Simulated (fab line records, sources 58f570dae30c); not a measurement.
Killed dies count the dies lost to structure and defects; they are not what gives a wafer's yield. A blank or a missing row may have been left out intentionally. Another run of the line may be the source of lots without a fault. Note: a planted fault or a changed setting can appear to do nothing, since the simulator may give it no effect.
Which tool was responsible? ; flow berkeleyCmos170 ; Sampling: 14 lots, 42 wafers, 6 of 331 route steps

## WHAT EACH GAUGE READ, for each wafer
UCB170_PLDD_TW_MEAS_11. Usual: for PLDD_TW the level is 1016 and the standard deviation is 6.
lot;measured;on;PLDD_TW;flag
L907;day 7 16:17;filmMetro-02;1015 1015 1019;
L909;day 8 02:12;filmMetro-01;1027 1024 1027;
L908;day 8 03:02;filmMetro-03;1011 1013 1012;
L911;day 8 12:03;filmMetro-01;1029 1019 1026;
L916;day 9 11:07;filmMetro-02;1006 1003 1009;
L914;day 9 12:05;filmMetro-03;1010 1010 1014;
L918;day 9 12:55;filmMetro-03;1014 1013 1013;
L913;day 9 13:10;filmMetro-01;1020 1020 1019;
L917;day 9 13:46;filmMetro-02;1011 1009 1010;
L919;day 10 03:54;filmMetro-02;1143 1141 1147;OFF
L921;day 10 16:58;filmMetro-01;1158 1161 1156;OFF
L927;day 11 06:34;filmMetro-01;1024 1021 1029;
L928;day 11 18:05;filmMetro-03;1020 1017 1014;
L930;day 12 06:44;filmMetro-03;1017 1013 1019;

UCB170_NSD_OVL_MEAS_07. Usual: for NSD_OVL the level is -2 nm and the standard deviation is 5.7.
lot;measured;on;NSD_OVL (nm);flag
L907;day 8 11:07;overlay-01;-1 -1 -6;
L909;day 8 15:32;overlay-01;-1 -2 -4;
L908;day 8 16:05;overlay-01;-2 -3 3;
L911;day 9 02:43;overlay-01;-13 -9 -14;
L916;day 9 23:56;overlay-02;-6 -6 -7;
L914;day 10 00:13;overlay-02;9 1 1;
L918;day 10 00:02;overlay-01;-12 -14 -12;
L913;day 10 00:25;overlay-02;-1 -7 1;
L917;day 10 00:37;overlay-02;0 1 -7;
L919;day 10 16:56;overlay-02;4 5 8;
L921;day 11 06:20;overlay-02;0 -1 4;
L927;day 11 17:42;overlay-01;9 13 10;
L928;day 12 08:02;overlay-02;-3 -2 -1;
L930;day 12 19:46;overlay-01;-8 -7 -8;

UCB170_SDANNEAL_RS_MEAS_04: a four-point-probe measurement. Usual: for PLDD_RS the level is 1031.1 ohm/sq and the standard deviation is 2.9.
lot;measured;on;PLDD_RS (ohm/sq);flag
L907;day 8 13:31;filmMetro-01;1029.8 1027.6 1026.0;
L909;day 8 17:12;filmMetro-02;1030.0 1028.8 1029.8;
L908;day 8 17:45;filmMetro-01;1033.1 1033.6 1036.6;
L911;day 9 04:29;filmMetro-03;1033.7 1035.7 1032.6;
L916;day 10 01:43;filmMetro-01;1037.6 1031.4 1035.2;
L914;day 10 02:13;filmMetro-01;1028.2 1028.2 1029.8;
L918;day 10 02:04;filmMetro-02;1029.2 1028.5 1029.6;
L913;day 10 02:32;filmMetro-03;1034.7 1035.8 1035.0;
L917;day 10 02:41;filmMetro-01;1031.5 1028.9 1028.7;
L919;day 10 18:41;filmMetro-03;759.8 755.0 756.3;OFF
L921;day 11 08:22;filmMetro-03;760.1 756.4 757.7;OFF
L927;day 11 19:25;filmMetro-01;1032.9 1036.7 1034.7;
L928;day 12 09:51;filmMetro-01;1026.4 1030.5 1030.1;
L930;day 12 21:23;filmMetro-02;1031.3 1030.4 1029.7;

UCB170_V1_BOW_MEAS_03. Usual: for V1_BOW the level is 19 um and the standard deviation is 6.7.
lot;measured;on;V1_BOW (um);flag
L907;day 8 23:25;filmMetro-04;14 16 13;
L909;day 9 01:55;filmMetro-03;20 25 24;
L908;day 9 03:15;filmMetro-01;19 3 20;
L911;day 9 17:41;filmMetro-04;16 21 19;
L916;day 10 11:29;filmMetro-04;27 18 30;
L914;day 10 19:36;filmMetro-04;21 23 17;
L918;day 10 18:13;filmMetro-04;20 13 25;
L913;day 10 19:55;filmMetro-04;31 18 20;
L917;day 10 20:12;filmMetro-03;19 16 19;
L919;day 11 06:54;filmMetro-03;30 28 21;
L921;day 11 19:40;filmMetro-03;7 19 25;
L927;day 12 06:49;filmMetro-04;27 18 21;
L928;day 12 21:11;filmMetro-01;17 20 13;
L930;day 13 06:13;filmMetro-03;11 32 18;

UCB170_M2_CD_MEAS_90 targets a cd of 700 nm. Usual: cdNm at 702 nm, with a standard deviation of 4.1.
lot;measured;on;cdNm (nm);flag
L907;day 9 04:13;cdSem-01;697 704 700;
L909;day 9 06:32;cdSem-02;705 701 699;
L908;day 9 08:50;cdSem-02;707 699 706;
L911;day 9 22:34;cdSem-01;708 707 706;
L916;day 10 19:35;cdSem-01;705 702 702;
L914;day 11 05:04;cdSem-02;707 705 710;
L918;day 10 22:51;cdSem-01;704 704 706;
L913;day 11 06:17;cdSem-02;708 706 709;
L917;day 11 05:32;cdSem-02;692 695 699;
L919;day 11 14:28;cdSem-02;703 709 705;
L921;day 12 00:19;cdSem-02;703 701 701;
L927;day 12 12:11;cdSem-02;703 701 705;
L928;day 13 01:56;cdSem-02;694 701 696;
L930;day 13 11:04;cdSem-01;704 700 704;

## WHICH TOOL RAN EACH LOT (tool, then ch and the chambers of the sampled wafers, then the start)
lot;UCB170_PLDD_IMPLANT_08
L907;implanter-04 ch 0, day 7 15:54
L909;implanter-03 ch 0, day 8 01:48
L908;implanter-04 ch 0, day 8 02:38
L911;implanter-03 ch 0, day 8 11:41
L916;implanter-04 ch 0, day 9 10:43
L914;implanter-03 ch 0, day 9 11:41
L918;implanter-04 ch 0, day 9 12:32
L913;implanter-03 ch 0, day 9 12:48
L917;implanter-04 ch 0, day 9 13:22
L919;implanter-02 ch 0, day 10 03:11
L921;implanter-04 ch 0, day 10 16:15
L927;implanter-03 ch 0, day 11 06:10
L928;implanter-02 ch 0, day 11 17:43
L930;implanter-03 ch 0, day 12 06:21
- UCB170_PLDD_IMPLANT_08

## WHAT THE TOOLS THEMSELVES READ (means of the sampled wafers that have a number; where no wafer has one, the mark that the record gives instead)
UCB170_PLDD_IMPLANT_08. Usual: rotationDeg 0.000 degrees, standard deviation 0.018.
lot;tool;rotationDeg (degrees);flag
L907;implanter-04;-0.023;
L909;implanter-03;0.011;
L908;implanter-04;-0.032;
L911;implanter-03;-0.004;
L916;implanter-04;0.007;
L914;implanter-03;-0.003;
L918;implanter-04;0.028;
L913;implanter-03;0.009;
L917;implanter-04;-0.006;
L919;implanter-02;0.011;
L921;implanter-04;0.015;
L927;implanter-03;-0.010;
L928;implanter-02;-0.016;
L930;implanter-03;0.010;

## THE ANSWER, worked out from the rows above alone
Rule: a lot is off if the mean of its wafers that have a number lies more than 3 standard deviations from the usual mean. A lot without any number at a reading at which 4 lots or more have one is off too. The other lots that the step has rows for count as sound. Order of review: gauges by route order, followed by the tools' own readings, for which a lot's mean as printed above is used. At the first step where some lot is off, the reading lying furthest off is the one used; lots without a number count as furthest.
Off: L919, L921, at UCB170_PLDD_TW_MEAS_11 (PLDD_TW).
A tool fits if, at a process step before that reading, it ran every lot that is off, and no sound lot after the first of them. Not tried: the gauges at UCB170_PLDD_TW_MEAS_11; whatever is off there is also off at UCB170_SDANNEAL_RS_MEAS_04, on other tools, and gauge error can't account for it. None of those tried fits.

## WHAT THE SIMULATOR HAD INSERTED
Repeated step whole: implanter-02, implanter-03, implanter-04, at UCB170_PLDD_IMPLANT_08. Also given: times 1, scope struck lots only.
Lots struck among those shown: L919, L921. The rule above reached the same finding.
